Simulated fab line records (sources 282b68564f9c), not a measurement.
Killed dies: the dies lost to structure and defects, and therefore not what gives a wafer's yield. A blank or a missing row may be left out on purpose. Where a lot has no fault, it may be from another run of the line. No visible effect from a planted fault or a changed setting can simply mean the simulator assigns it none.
fab line records -- flow rit-cmos -- part 1 of 2: steps 1 to 36 of 49
record lots=5, wafers=15, last-day=6
route steps=202 shown NWELL@51 PWELL@52 NRETRO@53 PRETRO@64 GATE@75 FOX2@80 REOX@98
lots with no fault: from the same line, run without faults
start-h: start of the lot's first displayed wafer, in hours after the record's first day -- wait-h: how many hours have passed since the lot's step before this one -- " repeats the value in the row above -- L1.1+2: several wafers, shown together as one row -- - no value, or no start given -- * or withheld: withheld -- < > ~ a bound
route shown NAME@n: NAME is a module with steps in the file, n the number in the route of the first one -- usual: mean/standard deviation taken from wafers without a fault -- same: alike in all rows -- chamber/n: place in a boat -- sites: each site's reading -- _std_site: standard deviation across them -- _edge_site: outer sites' mean less inner sites' -- radius-mm: how far each site lies from the wafer's centre -- mask NAME#n: copy n -- behind: the most recent tool/chamber to have shaped the wafer -- hold: cause of the lot's hold/its duration in hours/its outcome -- device: transistor that didn't switch, given as n, p or np -- end of line: the route-end tests of the same wafers -- a step with no rows: only its recipe -- killed: at the first sort, the dies lost to defects and structure; wafer yield is something else -- map: per-die view of a wafer (x killed, . not killed, _ where there is no die)
set.NAME: the setting that was run; set.NAME@STEP: the one run at that earlier step -- model.NAME: the simulator's own value behind a step, which no gauge read
lots at some steps of the route; a table a step, a row a wafer
services: a tool's chamber out of use, with start hour (start-h, from the record's first day; less than 0 if before it), hours out, and reason
## steps
# step RIT_WELLDRIVE_RS_MEAS_01
# recipe thk-meas-gauge=four-point-probe
# usual NWELL_RS=276.0/0.84
lot.wafer,tool,chamber,start-h,wait-h,NWELL_RS[ohm/sq]
L074.1,film-metro-02,-,29.56,0.0,276.2
L074.2,film-metro-02,-,29.56,0.0,275.3
L074.3,film-metro-02,-,29.56,0.0,275.4
L084.1,film-metro-04,-,82.60,0.0,276.0
L084.5,film-metro-04,-,82.60,0.0,275.3
L084.6,film-metro-04,-,82.60,0.0,275.3
L089.3,film-metro-02,-,106.28,0.0,275.3
L089.4,film-metro-02,-,106.28,0.0,274.9
L089.6,film-metro-02,-,106.28,0.0,274.3
L090.1,film-metro-01,-,111.13,0.0,275.2
L090.2,film-metro-01,-,111.13,0.0,275.5
L090.4,film-metro-01,-,111.13,0.0,275.5
L091.1,film-metro-01,-,114.33,0.0,275.7
L091.3,film-metro-01,-,114.33,0.0,275.5
L091.4,film-metro-01,-,114.33,0.0,275.5
# step RIT_WELLDRIVE_RS_MEAS_02
# recipe thk-meas-gauge=four-point-probe
# usual PWELL_RS=429.7/1.5
lot.wafer,tool,chamber,start-h,wait-h,PWELL_RS[ohm/sq]
L074.1,film-metro-02,-,29.68,0.1,430.7
L074.2,film-metro-02,-,29.68,0.1,430.4
L074.3,film-metro-02,-,29.68,0.1,430.3
L084.1,film-metro-04,-,82.72,0.1,427.4
L084.5,film-metro-04,-,82.72,0.1,426.7
L084.6,film-metro-04,-,82.72,0.1,429.7
L089.3,film-metro-02,-,106.40,0.1,430.5
L089.4,film-metro-02,-,106.40,0.1,432.2
L089.6,film-metro-02,-,106.40,0.1,429.4
L090.1,film-metro-01,-,111.25,0.1,429.8
L090.2,film-metro-01,-,111.25,0.1,430.6
L090.4,film-metro-01,-,111.25,0.1,429.9
L091.1,film-metro-01,-,114.45,0.1,430.4
L091.3,film-metro-01,-,114.45,0.1,430.8
L091.4,film-metro-01,-,114.45,0.1,430.8
# step RIT_NRETRO_HMDS_00
# recipe prime-time-s=60, prime-temp-c=140
lot.wafer,tool,chamber,start-h,wait-h
L074.1+2+3,litho-track-01,0,29.80,0.1
L084.1+5+6,litho-track-01,0,82.84,0.1
L089.3+4+6,litho-track-02,0,106.53,0.1
L090.1+2+4,litho-track-01,0,111.37,0.1
L091.1+3+4,litho-track-04,0,114.57,0.1
# step RIT_NRETRO_COAT_01
# recipe resist=NOVOLAK, spin-rpm=2000, resist-thk-nm=1300
lot.wafer,tool,chamber,start-h,wait-h
L074.1+2+3,litho-track-01,0,29.95,0.1
L084.1+5+6,litho-track-01,0,82.99,0.1
L089.3+4+6,litho-track-02,0,106.68,0.1
L090.1+2+4,litho-track-01,0,111.52,0.1
L091.1+3+4,litho-track-04,0,114.72,0.1
# step RIT_NRETRO_SOFTBAKE_02
# recipe resist=NOVOLAK, temp-c=90, time-s=60
lot.wafer,tool,chamber,start-h,wait-h
L074.1+2+3,litho-track-01,0,30.10,0.1
L084.1+5+6,litho-track-01,0,83.14,0.1
L089.3+4+6,litho-track-02,0,106.83,0.1
L090.1+2+4,litho-track-01,0,111.67,0.1
L091.1+3+4,litho-track-04,0,114.87,0.1
# step RIT_NRETRO_EXPOSE_03
# recipe mask-id=M4, na=0.57, target-cd-nm=43900, dose-mj=250
lot.wafer,tool,chamber,start-h,wait-h,mask
L074.1+2+3,iline-stepper-02,0,30.37,0.2,M4#0
L084.1+5+6,iline-stepper-02,0,83.41,0.2,M4#0
L089.3+4+6,iline-stepper-02,0,107.10,0.2,M4#0
L090.1+2+4,iline-stepper-02,0,111.82,0.1,M4#0
L091.1+3+4,iline-stepper-01,0,115.14,0.2,M4#0
# step RIT_NRETRO_PEB_04
# recipe resist=NOVOLAK, temp-c=withheld, time-s=withheld
lot.wafer,tool,chamber,start-h,wait-h
L074.1+2+3,litho-track-01,0,30.49,0.1
L084.1+5+6,litho-track-01,0,83.53,0.1
L089.3+4+6,litho-track-02,0,107.22,0.1
L090.1+2+4,litho-track-04,0,111.98,0.1
L091.1+3+4,litho-track-02,0,115.26,0.1
# step RIT_NRETRO_DEVELOP_05
# recipe resist=NOVOLAK, develop-time-s=68, dev-temp-c=23
lot.wafer,tool,chamber,start-h,wait-h
L074.1+2+3,litho-track-01,0,-,-
L084.1+5+6,litho-track-01,0,-,-
L089.3+4+6,litho-track-02,0,-,-
L090.1+2+4,litho-track-04,0,-,-
L091.1+3+4,litho-track-02,0,-,-
# step RIT_NRETRO_OVL_MEAS_06
# usual NRETRO_OVL=0.7/1.5
lot.wafer,tool,chamber,start-h,wait-h,NRETRO_OVL[nm]
L074.1,overlay-01,-,30.80,-,3.3
L074.2,overlay-01,-,30.80,-,2.8
L074.3,overlay-01,-,30.80,-,4.3
L084.1,overlay-01,-,83.84,-,2.3
L084.5,overlay-01,-,83.84,-,1.7
L084.6,overlay-01,-,83.84,-,2.1
L089.3,overlay-01,-,107.50,-,1.1
L089.4,overlay-01,-,107.50,-,1.2
L089.6,overlay-01,-,107.50,-,0.2
L090.1,overlay-02,-,112.29,-,2.4
L090.2,overlay-02,-,112.29,-,1.1
L090.4,overlay-02,-,112.29,-,1.5
L091.1,overlay-01,-,115.57,-,-0.3
L091.3,overlay-01,-,115.57,-,0.0
L091.4,overlay-01,-,115.57,-,0.1
# step RIT_NRETRO_HARDBAKE_07
# recipe resist=NOVOLAK, temp-c=140, time-s=120
lot.wafer,tool,chamber,start-h,wait-h
L074.1+2+3,litho-track-02,0,30.84,0.0
L084.1+5+6,litho-track-04,0,83.88,0.0
L089.3+4+6,litho-track-04,0,107.61,0.1
L090.1+2+4,litho-track-04,0,112.33,0.0
L091.1+3+4,litho-track-04,0,115.61,0.0
# step RIT_NRETRO_IMPLANT_08
# recipe species=P, energy-kev=70, dose-cm2=1e+13, tilt-deg=7
# usual end-station-pressure-torr=5.04e-06/2.8e-07
lot.wafer,tool,chamber,start-h,wait-h,end-station-pressure-torr
L074.1,implanter-04,0,31.09,0.2,5.1e-06
L074.2,implanter-04,0,31.09,0.2,5.43e-06
L074.3,implanter-04,0,31.09,0.2,5.07e-06
L084.1,implanter-01,0,84.13,0.2,5.12e-06
L084.5,implanter-01,0,84.13,0.2,4.93e-06
L084.6,implanter-01,0,84.13,0.2,4.59e-06
L089.3,implanter-01,0,107.82,0.2,5.06e-06
L089.4,implanter-01,0,107.82,0.2,4.92e-06
L089.6,implanter-01,0,107.82,0.2,4.84e-06
L090.1,implanter-02,0,112.58,0.2,5.24e-06
L090.2,implanter-02,0,112.58,0.2,4.51e-06
L090.4,implanter-02,0,112.58,0.2,4.71e-06
L091.1,implanter-04,0,115.86,0.2,4.87e-06
L091.3,implanter-04,0,115.86,0.2,5.05e-06
L091.4,implanter-04,0,115.86,0.2,5.16e-06
# step RIT_NRETRO_STRIP_09
# recipe chemistry=O2, time-s=180, resist=NOVOLAK, platen-temp-c=withheld, power-w=500, pressure-mtorr=4000, o2-flow-sccm=4000
# usual drypump-motor-current-A=5.2/0.37
lot.wafer,tool,chamber,start-h,wait-h,drypump-motor-current-A,rf-hours-counter-h
L074.1,plasma-asher-04,0,31.24,0.1,4.8,44
L074.2,plasma-asher-04,1,31.24,0.1,5.2,44
L074.3,plasma-asher-04,0,31.24,0.1,4.8,-
L084.1,plasma-asher-03,0,84.28,0.1,5.8,49
L084.5,plasma-asher-03,1,84.28,0.1,5.4,-
L084.6,plasma-asher-03,0,84.28,0.1,5.8,-
L089.3,plasma-asher-01,1,107.98,0.1,4.7,-
L089.4,plasma-asher-01,0,107.98,0.1,5.3,-
L089.6,plasma-asher-01,1,107.98,0.1,4.7,-
L090.1,plasma-asher-03,1,112.73,0.1,5.4,52
L090.2,plasma-asher-03,0,112.73,0.1,5.8,52
L090.4,plasma-asher-03,1,112.73,0.1,5.4,-
L091.1,plasma-asher-03,1,116.01,0.1,5.4,53
L091.3,plasma-asher-03,1,116.01,0.1,5.5,-
L091.4,plasma-asher-03,0,116.01,0.1,5.8,-
# step RIT_NRETRO_TW_MEAS_10
# usual NRETRO_TW=1046/4.7
lot.wafer,tool,chamber,start-h,wait-h,NRETRO_TW
L074.1,film-metro-01,-,31.41,0.1,1038
L074.2,film-metro-01,-,31.41,0.1,1047
L074.3,film-metro-01,-,31.41,0.1,1047
L084.1,film-metro-03,-,84.45,0.1,1047
L084.5,film-metro-03,-,84.45,0.1,1046
L084.6,film-metro-03,-,84.45,0.1,1049
L089.3,film-metro-03,-,108.12,0.1,1046
L089.4,film-metro-03,-,108.12,0.1,1044
L089.6,film-metro-03,-,108.12,0.1,1049
L090.1,film-metro-01,-,112.91,0.1,1049
L090.2,film-metro-01,-,112.91,0.1,1047
L090.4,film-metro-01,-,112.91,0.1,1047
L091.1,film-metro-01,-,116.18,0.1,1048
L091.3,film-metro-01,-,116.18,0.1,1046
L091.4,film-metro-01,-,116.18,0.1,1053
# step RIT_PRETRO_HMDS_00
# recipe prime-time-s=60, prime-temp-c=140
lot.wafer,tool,chamber,start-h,wait-h
L074.1+2+3,litho-track-03,0,31.47,0.1
L084.1+5+6,litho-track-01,0,84.62,0.2
L089.3+4+6,litho-track-03,0,108.21,0.1
L090.1+2+4,litho-track-01,0,112.97,0.1
L091.1+3+4,litho-track-03,0,116.24,0.1
# step RIT_PRETRO_COAT_01
# recipe resist=NOVOLAK, spin-rpm=2000, resist-thk-nm=1300
lot.wafer,tool,chamber,start-h,wait-h
L074.1+2+3,litho-track-03,0,31.62,0.1
L084.1+5+6,litho-track-01,0,84.77,0.1
L089.3+4+6,litho-track-03,0,108.36,0.1
L090.1+2+4,litho-track-01,0,113.12,0.1
L091.1+3+4,litho-track-03,0,116.39,0.1
# step RIT_PRETRO_SOFTBAKE_02
# recipe resist=NOVOLAK, temp-c=90, time-s=60
lot.wafer,tool,chamber,start-h,wait-h
L074.1+2+3,litho-track-03,0,31.77,0.1
L084.1+5+6,litho-track-01,0,84.92,0.1
L089.3+4+6,litho-track-03,0,108.51,0.1
L090.1+2+4,litho-track-01,0,113.27,0.1
L091.1+3+4,litho-track-03,0,116.54,0.1
# step RIT_PRETRO_EXPOSE_03
# recipe mask-id=M5, na=0.57, target-cd-nm=43700, dose-mj=250
lot.wafer,tool,chamber,start-h,wait-h,mask
L074.1+2+3,iline-stepper-01,0,32.11,0.3,M5#0
L084.1+5+6,iline-stepper-01,0,85.07,0.1,M5#0
L089.3+4+6,iline-stepper-02,0,108.77,0.2,M5#0
L090.1+2+4,iline-stepper-02,0,113.42,0.1,M5#0
L091.1+3+4,iline-stepper-02,0,116.71,0.1,M5#0
# step RIT_PRETRO_PEB_04
# recipe resist=NOVOLAK, temp-c=withheld, time-s=withheld
lot.wafer,tool,chamber,start-h,wait-h
L074.1+2+3,litho-track-02,0,32.26,0.1
L084.1+5+6,litho-track-02,0,85.27,0.2
L089.3+4+6,litho-track-03,0,108.91,0.1
L090.1+2+4,litho-track-02,0,113.53,0.1
L091.1+3+4,litho-track-01,0,116.83,0.1
# step RIT_PRETRO_DEVELOP_05
# recipe resist=NOVOLAK, develop-time-s=68, dev-temp-c=23
lot.wafer,tool,chamber,start-h,wait-h
L074.1+2+3,litho-track-02,0,-,-
L084.1+5+6,litho-track-02,0,-,-
L089.3+4+6,litho-track-03,0,-,-
L090.1+2+4,litho-track-02,0,-,-
L091.1+3+4,litho-track-01,0,-,-
# step RIT_PRETRO_OVL_MEAS_06
# usual PRETRO_OVL=1.2/1.5
lot.wafer,tool,chamber,start-h,wait-h,PRETRO_OVL[nm]
L074.1,overlay-01,-,32.57,-,-0.5
L074.2,overlay-01,-,32.57,-,0.2
L074.3,overlay-01,-,32.57,-,-0.8
L084.1,overlay-01,-,85.59,-,-1.3
L084.5,overlay-01,-,85.59,-,-0.8
L084.6,overlay-01,-,85.59,-,0.6
L089.3,overlay-01,-,109.18,-,0.2
L089.4,overlay-01,-,109.18,-,-1.4
L089.6,overlay-01,-,109.18,-,1.6
L090.1,overlay-02,-,113.85,-,2.0
L090.2,overlay-02,-,113.85,-,3.1
L090.4,overlay-02,-,113.85,-,2.3
L091.1,overlay-02,-,117.14,-,1.9
L091.3,overlay-02,-,117.14,-,2.9
L091.4,overlay-02,-,117.14,-,2.4
# step RIT_PRETRO_HARDBAKE_07
# recipe resist=NOVOLAK, temp-c=140, time-s=120
lot.wafer,tool,chamber,start-h,wait-h
L074.1+2+3,litho-track-01,0,32.60,0.0
L084.1+5+6,litho-track-02,0,85.62,0.0
L089.3+4+6,litho-track-03,0,109.29,0.1
L090.1+2+4,litho-track-01,0,113.88,0.0
L091.1+3+4,litho-track-02,0,117.31,0.2
# step RIT_PRETRO_IMPLANT_08
# recipe species=B, energy-kev=45, dose-cm2=1.2e+13, tilt-deg=7
# usual end-station-pressure-torr=5.07e-06/2.9e-07
lot.wafer,tool,chamber,start-h,wait-h,end-station-pressure-torr
L074.1,implanter-01,0,32.85,0.2,5.24e-06
L074.2,implanter-01,0,32.85,0.2,4.61e-06
L074.3,implanter-01,0,32.85,0.2,5e-06
L084.1,implanter-01,0,85.87,0.2,5.71e-06
L084.5,implanter-01,0,85.87,0.2,4.96e-06
L084.6,implanter-01,0,85.87,0.2,5.36e-06
L089.3,implanter-03,0,109.51,0.2,5.4e-06
L089.4,implanter-03,0,109.51,0.2,4.66e-06
L089.6,implanter-03,0,109.51,0.2,4.97e-06
L090.1,implanter-03,0,114.13,0.2,4.62e-06
L090.2,implanter-03,0,114.13,0.2,5.12e-06
L090.4,implanter-03,0,114.13,0.2,5.44e-06
L091.1,implanter-01,0,117.56,0.2,5.51e-06
L091.3,implanter-01,0,117.56,0.2,4.99e-06
L091.4,implanter-01,0,117.56,0.2,4.65e-06
# step RIT_PRETRO_STRIP_09
# recipe chemistry=O2, time-s=180, resist=NOVOLAK, platen-temp-c=withheld, power-w=500, pressure-mtorr=4000, o2-flow-sccm=4000
# usual drypump-motor-current-A=5.5/0.57
lot.wafer,tool,chamber,start-h,wait-h,drypump-motor-current-A,rf-hours-counter-h
L074.1,plasma-asher-03,1,33.00,0.1,5.4,43
L074.2,plasma-asher-03,0,33.00,0.1,5.8,43
L074.3,plasma-asher-03,0,33.00,0.1,5.8,-
L084.1,plasma-asher-01,0,86.02,0.1,5.3,36
L084.5,plasma-asher-01,0,86.02,0.1,5.3,-
L084.6,plasma-asher-01,1,86.02,0.1,4.7,-
L089.3,plasma-asher-03,0,109.66,0.1,5.8,-
L089.4,plasma-asher-03,1,109.66,0.1,5.4,-
L089.6,plasma-asher-03,1,109.66,0.1,5.4,-
L090.1,plasma-asher-02,0,114.28,0.1,6.4,29
L090.2,plasma-asher-02,1,114.28,0.1,4.9,29
L090.4,plasma-asher-02,1,114.28,0.1,4.9,-
L091.1,plasma-asher-03,1,117.71,0.1,5.4,53
L091.3,plasma-asher-03,0,117.71,0.1,5.8,-
L091.4,plasma-asher-03,1,117.71,0.1,5.4,-
# step RIT_PRETRO_TW_MEAS_10
# usual PRETRO_TW=470/3.3
lot.wafer,tool,chamber,start-h,wait-h,PRETRO_TW
L074.1,film-metro-04,-,33.18,0.1,468
L074.2,film-metro-04,-,33.18,0.1,470
L074.3,film-metro-04,-,33.18,0.1,470
L084.1,film-metro-03,-,86.20,0.1,474
L084.5,film-metro-03,-,86.20,0.1,473
L084.6,film-metro-03,-,86.20,0.1,473
L089.3,film-metro-02,-,109.80,0.1,475
L089.4,film-metro-02,-,109.80,0.1,472
L089.6,film-metro-02,-,109.80,0.1,472
L090.1,film-metro-04,-,114.46,0.1,469
L090.2,film-metro-04,-,114.46,0.1,468
L090.4,film-metro-04,-,114.46,0.1,465
L091.1,film-metro-04,-,117.89,0.1,467
L091.3,film-metro-04,-,117.89,0.1,468
L091.4,film-metro-04,-,117.89,0.1,469
# step RIT_GATE_WET_ETCH_00
# recipe chemistry=BOE, target=SiO2, target-depth-nm=56, time-s=60, dry=n2-spin, dilution=10:1, temp-c=21.5
lot.wafer,tool,chamber,start-h,wait-h
L074.1+2+3,wet-bench-03,3,33.24,0.1
L084.1+5+6,wet-bench-04,3,86.26,0.1
L089.3+4+6,wet-bench-04,3,109.84,0.0
L090.1+2+4,wet-bench-02,3,114.52,0.1
L091.1+3+4,wet-bench-04,3,117.95,0.1
# step RIT_GATE_CLEAN_01
# recipe chemistry=SC1, mix=3:3:50, time-s=600, temp-c=75
lot.wafer,tool,chamber,start-h,wait-h
L074.1+2+3,wet-bench-02,2,33.26,0.0
L084.1+5+6,wet-bench-04,3,86.28,0.0
L089.3+4+6,wet-bench-02,1,109.87,0.0
L090.1+2+4,wet-bench-04,1,114.54,0.0
L091.1+3+4,wet-bench-03,0,117.97,0.0
# step RIT_GATE_CLEAN_02
# recipe chemistry=dHF, dilution=50:1, time-s=30
lot.wafer,tool,chamber,start-h,wait-h
L074.1+2+3,wet-bench-02,0,33.44,0.0
L084.1+5+6,wet-bench-04,1,86.46,0.0
L089.3+4+6,wet-bench-03,2,110.06,0.0
L090.1+2+4,wet-bench-03,1,114.72,0.0
L091.1+3+4,wet-bench-04,2,118.16,0.0
# step RIT_GATE_CLEAN_03
# recipe chemistry=SC2, mix=3:3:50, time-s=600, temp-c=75, dry=n2-spin
lot.wafer,tool,chamber,start-h,wait-h
L074.1+2+3,wet-bench-02,2,33.46,0.0
L084.1+5+6,wet-bench-04,2,86.47,0.0
L089.3+4+6,wet-bench-04,1,110.07,0.0
L090.1+2+4,wet-bench-02,1,114.74,0.0
L091.1+3+4,wet-bench-03,3,118.18,0.0
# step RIT_GATE_CLEAN_04
# recipe chemistry=dHF, dilution=50:1, time-s=60, dry=n2-spin
lot.wafer,tool,chamber,start-h,wait-h
L074.1+2+3,wet-bench-02,3,33.63,0.0
L084.1+5+6,wet-bench-03,0,86.65,0.0
L089.3+4+6,wet-bench-03,0,110.25,0.0
L090.1+2+4,wet-bench-04,3,114.93,0.0
L091.1+3+4,wet-bench-03,2,118.37,0.0
# step RIT_FOX2_THK_MEAS_91
# recipe reads=SiO2_of_FOX2_OXIDATION_00
# usual FIELD_OXIDE_LEFT_2_THK=256/6.5
lot.wafer,tool,chamber,start-h,wait-h,FIELD_OXIDE_LEFT_2_THK[nm]
L074.1,film-metro-04,-,33.66,0.0,257
L074.2,film-metro-04,-,33.66,0.0,263
L074.3,film-metro-04,-,33.66,0.0,261
L084.1,film-metro-04,-,86.68,0.0,258
L084.5,film-metro-04,-,86.68,0.0,253
L084.6,film-metro-04,-,86.68,0.0,256
L089.3,film-metro-04,-,110.29,0.0,265
L089.4,film-metro-04,-,110.29,0.0,265
L089.6,film-metro-04,-,110.29,0.0,263
L090.1,film-metro-01,-,114.95,0.0,269
L090.2,film-metro-01,-,114.95,0.0,268
L090.4,film-metro-01,-,114.95,0.0,270
L091.1,film-metro-03,-,118.40,0.0,255
L091.3,film-metro-03,-,118.40,0.0,251
L091.4,film-metro-03,-,118.40,0.0,255
# step RIT_GATE_OXIDATION_05
# recipe temp-c=900, ambient=O2, target-thk-a=30, ox-time-s=270
# usual zone-power-source-pct=24.8/2.1
lot.wafer,tool,chamber,start-h,wait-h,zone-power-source-pct
L074.1,furnace-04,0,34.77,1.1,27.9
L074.2,furnace-04,0,34.77,1.1,27.6
L074.3,furnace-04,0,34.77,1.1,28.0
L084.1,furnace-04,0,87.85,1.2,27.9
L084.5,furnace-04,0,87.85,1.2,27.3
L084.6,furnace-04,0,87.85,1.2,27.4
L089.3,furnace-04,0,111.13,0.8,27.3
L089.4,furnace-04,0,111.13,0.8,27.9
L089.6,furnace-04,0,111.13,0.8,27.6
L090.1,furnace-03,0,115.01,0.1,23.3
L090.2,furnace-03,0,115.01,0.1,23.4
L090.4,furnace-03,0,115.01,0.1,22.9
L091.1,furnace-03,0,118.46,0.1,23.6
L091.3,furnace-03,0,118.46,0.1,23.1
L091.4,furnace-03,0,118.46,0.1,23.4
# step RIT_GATE_ANNEAL_06
# recipe temp-c=900, time-s=600, ambient=N2O
# usual zone-power-source-pct=24.2/2
lot.wafer,tool,chamber,start-h,wait-h,zone-power-source-pct
L074.1,furnace-01,0,38.12,2.3,23.1
L074.2,furnace-01,0,38.12,2.3,22.9
L074.3,furnace-01,0,38.12,2.3,23.3
L084.1,furnace-01,0,88.99,0.1,22.8
L084.5,furnace-01,0,88.99,0.1,22.7
L084.6,furnace-01,0,88.99,0.1,23.0
L089.3,furnace-01,0,112.88,0.7,22.5
L089.4,furnace-01,0,112.88,0.7,23.0
L089.6,furnace-01,0,112.88,0.7,22.6
L090.1,furnace-03,0,116.09,0.0,23.5
L090.2,furnace-03,0,116.09,0.0,23.3
L090.4,furnace-03,0,116.09,0.0,23.1
L091.1,furnace-04,0,120.19,0.7,27.6
L091.3,furnace-04,0,120.19,0.7,27.5
L091.4,furnace-04,0,120.19,0.7,27.6
# step RIT_GATE_THK_MEAS_07
# recipe reads=SiO2_of_GATE_OXIDATION_05
# usual GATE_OXIDE_THK=3.04/0.062
lot.wafer,tool,chamber,start-h,wait-h,GATE_OXIDE_THK[nm]
L074.1,film-metro-04,-,38.37,0.0,3.03
L074.2,film-metro-04,-,38.37,0.0,3.04
L074.3,film-metro-04,-,38.37,0.0,3.01
L084.1,film-metro-01,-,89.24,0.0,3.02
L084.5,film-metro-01,-,89.24,0.0,3.04
L084.6,film-metro-01,-,89.24,0.0,3.11
L089.3,film-metro-04,-,113.15,0.0,3.14
L089.4,film-metro-04,-,113.15,0.0,3.09
L089.6,film-metro-04,-,113.15,0.0,2.97
L090.1,film-metro-03,-,116.34,0.0,3.02
L090.2,film-metro-03,-,116.34,0.0,3.13
L090.4,film-metro-03,-,116.34,0.0,3.02
L091.1,film-metro-03,-,120.44,0.0,2.97
L091.3,film-metro-03,-,120.44,0.0,3.01
L091.4,film-metro-03,-,120.44,0.0,2.96
# step RIT_GATE_CVD_08
# recipe material=poly-Si, target-thk-nm=250, temp-c=610, precursor=SiH4, time-s=2220, pressure-mtorr=300, sih4-flow-sccm=100
# usual zone-power-source-pct=12.1/1.4
lot.wafer,tool,chamber,start-h,wait-h,zone-power-source-pct
L074.1,lpcvd-01,0,40.65,2.3,10.7
L074.2,lpcvd-01,0,40.65,2.3,10.7
L074.3,lpcvd-01,0,40.65,2.3,10.7
L084.1,lpcvd-02,1,90.04,0.8,11.2
L084.5,lpcvd-02,1,90.04,0.8,11.2
L084.6,lpcvd-02,1,90.04,0.8,11.3
L089.3,lpcvd-01,1,114.36,1.2,14.2
L089.4,lpcvd-01,1,114.36,1.2,14.1
L089.6,lpcvd-01,1,114.36,1.2,14.2
L090.1,lpcvd-02,0,116.40,0.1,12.4
L090.2,lpcvd-02,0,116.40,0.1,12.7
L090.4,lpcvd-02,0,116.40,0.1,12.6
L091.1,lpcvd-01,0,120.50,0.1,10.6
L091.3,lpcvd-01,0,120.50,0.1,10.7
L091.4,lpcvd-01,0,120.50,0.1,10.6
# step RIT_GATE_THK_MEAS_09
# recipe reads=poly-Si_of_GATE_CVD_08
# usual GATE_POLY_THK=250/3.1
lot.wafer,tool,chamber,start-h,wait-h,GATE_POLY_THK[nm]
L074.1,film-metro-04,-,42.26,0.0,249
L074.2,film-metro-04,-,42.26,0.0,248
L074.3,film-metro-04,-,42.26,0.0,250
L084.1,film-metro-01,-,92.46,0.0,250
L084.5,film-metro-01,-,92.46,0.0,251
L084.6,film-metro-01,-,92.46,0.0,252
L089.3,film-metro-04,-,115.99,0.0,245
L089.4,film-metro-04,-,115.99,0.0,245
L089.6,film-metro-04,-,115.99,0.0,246
L090.1,film-metro-04,-,118.82,0.0,249
L090.2,film-metro-04,-,118.82,0.0,251
L090.4,film-metro-04,-,118.82,0.0,249
L091.1,film-metro-01,-,122.12,0.0,247
L091.3,film-metro-01,-,122.12,0.0,247
L091.4,film-metro-01,-,122.12,0.0,247
# step RIT_GATE_HMDS_10
# recipe prime-time-s=60, prime-temp-c=140
lot.wafer,tool,chamber,start-h,wait-h
L074.1+2+3,litho-track-02,0,42.32,0.1
L084.1+5+6,litho-track-02,0,92.70,0.2
L089.3+4+6,litho-track-04,0,116.08,0.1
L090.1+2+4,litho-track-02,0,118.88,0.1
L091.1+3+4,litho-track-04,0,122.18,0.1
